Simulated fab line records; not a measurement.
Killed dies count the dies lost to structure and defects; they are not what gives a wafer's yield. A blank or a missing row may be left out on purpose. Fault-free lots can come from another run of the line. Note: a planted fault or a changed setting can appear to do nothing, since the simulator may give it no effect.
Which tool did it? | flow rit-cmos | route of 202 steps, sampled at 1 step: 14 lots, 42 wafers

WHAT THE GAUGES SHOWED, per wafer
The record lacks any reading of a measuring or inspecting step that a usual standard deviation could be used to judge.

TOOL THAT RAN EACH LOT (tool first, then ch and the chambers of the sampled wafers, then the start)
lot  | RIT_NSD_IMPLANT_08
L542 | implanter-03 ch 0, day 3 00:10
L543 | implanter-04 ch 0, day 3 08:13
L544 | implanter-01 ch 0, day 3 11:01
L550 | implanter-03 ch 0, day 4 19:52
L551 | implanter-01 ch 0, day 5 00:49
L552 | implanter-03 ch 0, day 5 04:08
L553 | implanter-03 ch 0, day 5 09:14
L555 | implanter-03 ch 0, day 5 16:59
L556 | implanter-03 ch 0, day 5 20:46
L559 | implanter-01 ch 0, day 6 12:50
L561 | implanter-04 ch 0, day 6 21:19
L562 | implanter-04 ch 0, day 7 02:55
L563 | implanter-04 ch 0, day 7 09:05
L565 | implanter-01 ch 0, day 7 17:48
- RIT_NSD_IMPLANT_08

WHAT THE TOOLS THEMSELVES READ (means of the sampled wafers that have a number; where no wafer has one, the mark that the record gives instead)
RIT_NSD_IMPLANT_08. Usual: beam-energy-keV 25.000, standard deviation 0.0081; dose-ions-cm2 9.999e+14, standard deviation 1.1e+12.
lot  | tool         | beam-energy-keV | dose-ions-cm2 | flag
L542 | implanter-03 | 25.004          | 9.998e+14     |
L543 | implanter-04 | 25.010          | 1.000e+15     |
L544 | implanter-01 | 25.003          | 9.984e+14     |
L550 | implanter-03 | 25.004          | 9.999e+14     |
L551 | implanter-01 | 24.998          | 9.989e+14     |
L552 | implanter-03 | 25.001          | 1.000e+15     |
L553 | implanter-03 | 24.995          | 9.996e+14     |
L555 | implanter-03 | 25.316          | 9.997e+14     | OFF
L556 | implanter-03 | 25.333          | 1.002e+15     | OFF
L559 | implanter-01 | 25.005          | 1.000e+15     |
L561 | implanter-04 | 24.997          | 9.993e+14     |
L562 | implanter-04 | 25.002          | 1.001e+15     |
L563 | implanter-04 | 24.997          | 9.997e+14     |
L565 | implanter-01 | 24.998          | 9.994e+14     |

THE ANSWER, worked out from the rows above alone
Rule: lot off if the mean of its wafers having a number is beyond 3 standard deviations from the usual mean. Also off: a lot with no number at a reading for which 4 or more lots have one. All remaining lots with rows at the step are treated as sound. Order of review: gauges by route order, followed by the tools' own readings, for which a lot's mean as printed above is used. At the first step where some lot is off, the reading lying furthest off is the one used; lots without a number count as furthest.
Off: L555, L556 (RIT_NSD_IMPLANT_08, beam-energy-keV).
If a tool, at that step or one of the process steps before it, ran each lot that is off and ran no sound lot following the first of them, it fits. One fits: RIT_NSD_IMPLANT_08 on implanter-03. A fault onset in the window from L553 (day 5 09:14, its last sound lot) to L555 (day 5 16:59, its first lot off) fits.
The tool's own readings at RIT_NSD_IMPLANT_08 bear it out: on the lots that are off they differ by more than 5 times the standard deviation of the sound lots' means. beam-energy-keV reads 25.325 there against 25.001 on the sound lots.

WHAT HAD BEEN PUT IN BY THE SIMULATOR
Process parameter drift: implanter-03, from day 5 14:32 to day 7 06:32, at RIT_NSD_IMPLANT_08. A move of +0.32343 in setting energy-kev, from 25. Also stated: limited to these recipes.
Lots struck among those shown: L555, L556. The rule above reached the same finding.
